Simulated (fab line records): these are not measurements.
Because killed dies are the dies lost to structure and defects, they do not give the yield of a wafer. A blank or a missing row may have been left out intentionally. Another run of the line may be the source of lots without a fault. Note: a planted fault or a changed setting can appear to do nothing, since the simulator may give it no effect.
fab line records ; flow ritCmos
[record] lots = 14; wafers = 42; lastDay = 7
route steps=202 shown CONTACT@168 M1@202
lots untouched by any fault: they come from a run of this same line in which no faults occurred
startH: hours from the record's first day to the start of the lot's first wafer shown ; waitH: hours from the lot's prior step to this one ; " unchanged from the row above ; L1.1+2: one row covering several wafers at once ; - either no value or no given start ; * or withheld: withheld ; < > ~ a bound
route shown NAME@n: NAME is a module with steps in the file, n the number in the route of the first one ; usual: the fault-free wafers' mean and standard deviation ; same: alike in all rows ; chamber/n: place in a boat ; sites: each site's reading ; _std_site: the values' standard deviation ; _edge_site: inner sites' mean taken away from outer sites' mean ; radiusMm: how far each site lies from the wafer's centre ; mask NAME#n: copy n ; behind: the tool/chamber that last shaped the wafer ; hold: the reason the lot was held/the length of the hold in hours/how it ended ; device: transistor that didn't switch, given as n, p or np ; end of line: tests of these same wafers at the route's end ; a step with no rows: only its recipe ; killed: dies that structure and defects cost at the first sort, which is not the same as the wafer's yield ; map: shows each die of a wafer: x if killed, . if not, _ if none is there
set.NAME: setting as actually run; set.NAME@STEP: the setting as run at that earlier step ; model.NAME: the simulator's own value behind a step, which no gauge read
a sample of lots followed through the steps of the route, with each step as a table and each wafer as a row
services: from which hour (startH, from the record's first day; less than 0 if before it) a tool's chamber was out of use, for how many hours, and why
[[steps]]
[step RIT_CONTACT_CVD_00]
[recipe] material = SiO2; targetThkNm = 400; precursor = TEOS; tempC = 390; timeS = 61; rfW = 400
[usual] heaterPowerW = 296/53
lot.wafer;tool;chamber;startH;waitH;heaterPowerW
L221.1;pecvd-04;2;63.42;0.1;347
L221.3;pecvd-04;0;63.42;0.1;350
L221.4;pecvd-04;2;63.42;0.1;350
L223.3;pecvd-03;0;67.59;0.0;299
L223.5;pecvd-03;0;67.59;0.0;310
L223.6;pecvd-03;1;67.59;0.0;214
L222.1;pecvd-02;2;69.63;0.1;316
L222.2;pecvd-02;1;69.63;0.1;300
L222.3;pecvd-02;0;69.63;0.1;322
L224.1;pecvd-04;0;74.45;0.1;411
L224.2;pecvd-04;1;74.45;0.1;294
L224.3;pecvd-04;2;74.45;0.1;362
L225.2;pecvd-03;1;78.99;0.0;216
L225.3;pecvd-03;0;78.99;0.0;331
L225.6;pecvd-03;1;78.99;0.0;224
L226.2;pecvd-02;2;84.20;0.0;318
L226.3;pecvd-02;1;84.20;0.0;316
L226.5;pecvd-02;0;84.20;0.0;289
L231.2;pecvd-04;2;105.36;0.0;335
L231.3;pecvd-04;1;105.36;0.0;286
L231.4;pecvd-04;0;105.36;0.0;404
L230.1;pecvd-03;1;107.60;0.1;216
L230.4;pecvd-03;0;107.60;0.1;292
L230.6;pecvd-03;2;107.60;0.1;262
L233.2;pecvd-04;2;116.24;0.0;309
L233.4;pecvd-04;1;116.24;0.0;213
L233.6;pecvd-04;2;116.24;0.0;321
L237.1;pecvd-03;0;134.48;0.1;310
L237.4;pecvd-03;1;134.48;0.1;189
L237.5;pecvd-03;2;134.48;0.1;276
L238.4;pecvd-02;2;136.41;0.0;261
L238.5;pecvd-02;1;136.41;0.0;342
L238.6;pecvd-02;0;136.41;0.0;289
L240.1;pecvd-03;2;150.89;0.1;287
L240.3;pecvd-03;1;150.89;0.1;188
L240.6;pecvd-03;1;150.89;0.1;204
L241.2;pecvd-02;1;154.89;0.0;266
L241.4;pecvd-02;1;154.89;0.0;288
L241.6;pecvd-02;0;154.89;0.0;314
L243.1;pecvd-03;2;166.22;0.1;263
L243.4;pecvd-03;2;166.22;0.1;283
L243.6;pecvd-03;0;166.22;0.1;363
[step RIT_CONTACT_THK_MEAS_01]
[recipe] reads = SiO2_of_CONTACT_CVD_00
[usual] CONTACT_TEOS_THK = 399/5.2
lot.wafer;tool;chamber;startH;waitH;CONTACT_TEOS_THK[nm]
L221.1;filmMetro-03;-;63.47;0.0;397
L221.3;filmMetro-03;-;63.47;0.0;394
L221.4;filmMetro-03;-;63.47;0.0;394
L223.3;filmMetro-03;-;67.66;0.0;393
L223.5;filmMetro-03;-;67.66;0.0;396
L223.6;filmMetro-03;-;67.66;0.0;398
L222.1;filmMetro-04;-;69.68;0.0;396
L222.2;filmMetro-04;-;69.68;0.0;395
L222.3;filmMetro-04;-;69.68;0.0;389
L224.1;filmMetro-03;-;74.50;0.0;406
L224.2;filmMetro-03;-;74.50;0.0;394
L224.3;filmMetro-03;-;74.50;0.0;404
L225.2;filmMetro-04;-;79.05;0.0;395
L225.3;filmMetro-04;-;79.05;0.0;388
L225.6;filmMetro-04;-;79.05;0.0;391
L226.2;filmMetro-03;-;84.26;0.0;392
L226.3;filmMetro-03;-;84.26;0.0;396
L226.5;filmMetro-03;-;84.26;0.0;395
L231.2;filmMetro-03;-;105.42;0.0;561
L231.3;filmMetro-03;-;105.42;0.0;556
L231.4;filmMetro-03;-;105.42;0.0;572
L230.1;filmMetro-02;-;107.65;0.0;393
L230.4;filmMetro-02;-;107.65;0.0;403
L230.6;filmMetro-02;-;107.65;0.0;400
L233.2;filmMetro-04;-;116.30;0.0;560
L233.4;filmMetro-04;-;116.30;0.0;566
L233.6;filmMetro-04;-;116.30;0.0;562
L237.1;filmMetro-04;-;134.53;0.0;398
L237.4;filmMetro-04;-;134.53;0.0;407
L237.5;filmMetro-04;-;134.53;0.0;402
L238.4;filmMetro-02;-;136.46;0.0;399
L238.5;filmMetro-02;-;136.46;0.0;399
L238.6;filmMetro-02;-;136.46;0.0;400
L240.1;filmMetro-04;-;150.94;0.0;396
L240.3;filmMetro-04;-;150.94;0.0;399
L240.6;filmMetro-04;-;150.94;0.0;405
L241.2;filmMetro-04;-;154.95;0.0;402
L241.4;filmMetro-04;-;154.95;0.0;401
L241.6;filmMetro-04;-;154.95;0.0;401
L243.1;filmMetro-04;-;166.27;0.0;390
L243.4;filmMetro-04;-;166.27;0.0;400
L243.6;filmMetro-04;-;166.27;0.0;405
[step RIT_M1_PROBE_99]
[usual] killedAtContacts = 0.0/0.18; killedAtFrontEnd = 7/3; killedDies = 7/3; killedOnRim = 2/1.4; killedOpen = 3.6/1.9; killedShort = 3.2/1.8
[same] grossDies = 264; killed_at_M0_to_M3 = 0; killed_at_M4_up = 0; killedAtBackSide = 0; killedAtOther = 0
lot.wafer;tool;chamber;startH;waitH;killedAtContacts;killedAtFrontEnd;killedDies;killedOnRim;killedOpen;killedShort
L231.2;prober-01;-;112.06;0.1;259;5;264;70;1;4
L231.3;prober-01;-;112.11;0.2;259;5;264;70;4;1
L231.4;prober-01;-;112.16;0.2;261;3;264;70;0;3
L233.2;prober-02;-;122.65;0.1;257;7;264;70;4;3
L233.4;prober-02;-;122.75;0.2;260;4;264;70;2;2
L233.6;prober-02;-;122.85;0.2;260;4;264;70;1;3
L237.1;prober-02;-;141.17;0.1;0;6;6;2;3;3
L237.4;prober-02;-;141.32;0.2;0;3;3;1;2;1
L237.5;prober-02;-;141.37;0.2;0;3;3;2;2;1
// killed by level:class
L231.2 CONTACT:areaEtch=259 GATE:geometricParticle:short=3 FOX1:geometricParticle:short=1 REOX:geometricParticle:open=1
L231.3 CONTACT:areaEtch=259 GATE:geometricParticle:open=3 GATE:geometricParticle:short=1 SPACER:geometricParticle:open=1
L231.4 CONTACT:areaEtch=261 GATE:geometricParticle:short=3
L233.2 CONTACT:areaEtch=257 GATE:geometricParticle:open=2 FOX1:geometricParticle:short=1 REOX:geometricParticle:open=1 REOX:geometricParticle:short=1 SPACER:geometricParticle:short=1 SPACER:geometricParticle:open=1
L233.4 CONTACT:areaEtch=260 GATE:geometricParticle:open=2 SPACER:geometricParticle:short=1 SILICIDE:geometricParticle:short=1
L233.6 CONTACT:areaEtch=260 REOX:geometricParticle:open=1 REOX:geometricParticle:short=1 SPACER:geometricParticle:short=1 SILICIDE:geometricParticle:short=1
L237.1 GATE:geometricParticle:open=3 REOX:geometricParticle:short=2 GATE:geometricParticle:short=1
L237.4 GATE:geometricParticle:open=2 GATE:geometricParticle:short=1
L237.5 FOX1:geometricParticle:open=1 GATE:geometricParticle:short=1 GATE:geometricParticle:open=1
[[services]]
tool;chamber;startH;hours;kind
pecvd-03;-;60.55;5.5;pm
pecvd-02;-;118.18;6.5;repair
pecvd-04;0;134.14;28.7;repair
pecvd-03;-;137.16;0.8;repair
pecvd-02;0;137.56;3.6;repair
[[key]]
[firstSign] step = RIT_CONTACT_THK_MEAS_01; reading = CONTACT_TEOS_THK; direction = up; sigmas = 31; usual = 399; struck = 563
[effect] step = RIT_M1_PROBE_99; reading = killedAtContacts; direction = up; sigmas = 99+; usual = 0.0; struck = 259.3
[moreKillsBornAt] RIT_CONTACT_ETCH_11@rieDiel-04 = 1556
metAt RIT_CONTACT_CVD_00
struckLots L231,L233
laterRowsLeftOut L231.2,L231.3,L231.4,L233.2,L233.4,L233.6
testerLeftOut L231,L233
onsetBetween 74.45 105.36
[fault] kind = processParameterDrift; tool = pecvd-04; chamber = -; onsetH = 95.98; steps = RIT_CONTACT_CVD_00; channel = targetThkNm; offset = 160; shape = step; endH = 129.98; stated = 400
// testerLeftOut: of these lots the tester's yield and bins aren't shown, on N5 and GAA mostly nor the transistor test; their killed dies are dies lost to structure and defects alone, not to doping, threshold or leakage, so they don't give the yield
// laterRowsLeftOut: the simulator's readings of these wafers behind a module that went badly wrong aren't trusted and aren't shown, but for the sort
